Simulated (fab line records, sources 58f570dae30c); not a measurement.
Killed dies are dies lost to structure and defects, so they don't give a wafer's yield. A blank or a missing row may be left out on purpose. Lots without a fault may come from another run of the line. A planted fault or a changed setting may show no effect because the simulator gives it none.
Tool commonality check | flow berkeley_cmos170 | 14 lots, 42 wafers sampled

WHY IT WAS OPENED
At UCB170_PLDD_TW_MEAS_11 the reading PLDD_TW is flagged on 2 of 14 lots. Wafers without a fault read 1016, standard deviation 6.1.
Rule: a lot is flagged when every wafer of it that has a number lies more than 4 standard deviations from that mean, or none has a number. The other lots count as sound.

lot  | measured     | on            | PLDD_TW, wafer by wafer | flag
L353 | day 5 22:49  | film_metro-02 | 1019 1014 1019          |
L354 | day 6 10:41  | film_metro-02 | 1013 1019 1016          |
L355 | day 7 00:41  | film_metro-03 | 1012 1017 1012          |
L356 | day 7 14:35  | film_metro-04 | 1021 1025 1023          |
L359 | day 8 00:23  | film_metro-03 | 1008 1015 1014          |
L363 | day 8 06:46  | film_metro-02 | 1070 1074 1070          | FLAGGED
L365 | day 8 22:46  | film_metro-03 | 1069 1065 1067          | FLAGGED
L366 | day 9 07:28  | film_metro-03 | 1014 1015 1010          |
L368 | day 9 07:42  | film_metro-03 | 1015 1017 1016          |
L372 | day 10 00:13 | film_metro-04 | 1031 1034 1031          |
L370 | day 10 00:37 | film_metro-03 | 1004 1007 1010          |
L369 | day 10 01:10 | film_metro-03 | 1010 1006 1007          |
L376 | day 10 20:38 | film_metro-03 | 1012 1003 1012          |
L375 | day 10 20:56 | film_metro-03 | 1007 1014 1009          |
The numbers of the flagged lots are 1069 on average: +53 against the usual, or +9 standard deviations.

WHICH TOOL RAN EACH LOT
The record holds 2 process steps before the reading, out of a route of 331 steps. In each cell: the tool, then ch and the chambers that the sampled wafers went through, then the start.
lot  | flag    | UCB170_GATE_ETCH_14               | UCB170_PLDD_IMPLANT_09
L353 |         | rie_diel-04 ch 0,1, day 5 20:34   | implanter-03 ch 0, day 5 22:34
L354 |         | rie_diel-01 ch 1,2,3, day 6 07:31 | implanter-02 ch 0, day 6 10:26
L355 |         | rie_diel-01 ch 1,2,3, day 6 22:16 | implanter-03 ch 0, day 7 00:29
L356 |         | rie_diel-04 ch 1,2, day 7 12:30   | implanter-03 ch 0, day 7 14:20
L359 |         | rie_diel-03 ch 0,1,3, day 7 21:38 | implanter-03 ch 0, day 8 00:08
L363 | FLAGGED | rie_diel-03 ch 0,1,3, day 8 03:57 | implanter-03 ch 0, day 8 06:31
L365 | FLAGGED | rie_diel-04 ch 0,3, day 8 20:33   | implanter-03 ch 0, day 8 22:31
L366 |         | rie_diel-04 ch 1,2, day 9 04:53   | implanter-02 ch 0, day 9 07:13
L368 |         | rie_diel-01 ch 0,1, day 9 05:02   | implanter-01 ch 0, day 9 07:27
L372 |         | rie_diel-04 ch 2,3, day 9 21:05   | implanter-02 ch 0, day 9 23:59
L370 |         | rie_diel-03 ch 0,1, day 9 21:28   | implanter-01 ch 0, day 10 00:22
L369 |         | rie_diel-01 ch 2,3, day 9 21:38   | implanter-01 ch 0, day 10 00:56
L376 |         | rie_diel-04 ch 0,3, day 10 18:11  | implanter-02 ch 0, day 10 20:24
L375 |         | rie_diel-04 ch 0,1, day 10 18:43  | implanter-01 ch 0, day 10 20:41
What these steps do:
- UCB170_GATE_ETCH_14: etches BARC in N2/H2.
- UCB170_PLDD_IMPLANT_09
- UCB170_PLDD_TW_MEAS_11

FLAGGED OVER TOTAL, TOOL BY TOOL (the gauges that took the reading come last)
step                   | tool          | lots run | flagged | share of the flagged lots | sound lots run after its first flagged lot
UCB170_GATE_ETCH_14    | rie_diel-01   | 4        | 0       | none                      | -
UCB170_GATE_ETCH_14    | rie_diel-03   | 3        | 1       | some                      | 1 (L370)
UCB170_GATE_ETCH_14    | rie_diel-04   | 7        | 1       | some                      | 4 (L366,L372,L376,L375)
UCB170_PLDD_IMPLANT_09 | implanter-01  | 4        | 0       | none                      | -
UCB170_PLDD_IMPLANT_09 | implanter-02  | 4        | 0       | none                      | -
UCB170_PLDD_IMPLANT_09 | implanter-03  | 6        | 2       | all                       | 0
UCB170_PLDD_TW_MEAS_11 | film_metro-02 | 3        | 1       | some                      | 0
UCB170_PLDD_TW_MEAS_11 | film_metro-03 | 9        | 1       | some                      | 6 (L366,L368,L370,L369,L376,L375)
UCB170_PLDD_TW_MEAS_11 | film_metro-04 | 2        | 0       | none                      | -

WHAT THE TABLE ALLOWS
1 row of the table ran every flagged lot: implanter-03 at UCB170_PLDD_IMPLANT_09.
- implanter-03 at UCB170_PLDD_IMPLANT_09: 2 of its 6 lots flagged. Its last sound lot is L359 (day 8 00:08), its first flagged lot L363 (day 8 06:31): a fault that began between those two fits. Its own readings lie more than 4 standard deviations out on every wafer of the flagged lots: beam_on_s, dose_ions_cm2.
One tool is left: implanter-03 at UCB170_PLDD_IMPLANT_09.

WHAT THE SIMULATOR HAD PUT IN
Process parameter drift: implanter-03, from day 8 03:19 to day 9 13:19, at UCB170_PLDD_IMPLANT_09. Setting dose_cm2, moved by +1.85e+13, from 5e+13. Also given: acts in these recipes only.
Lots struck among those shown: L363, L365. The rule above found the same.
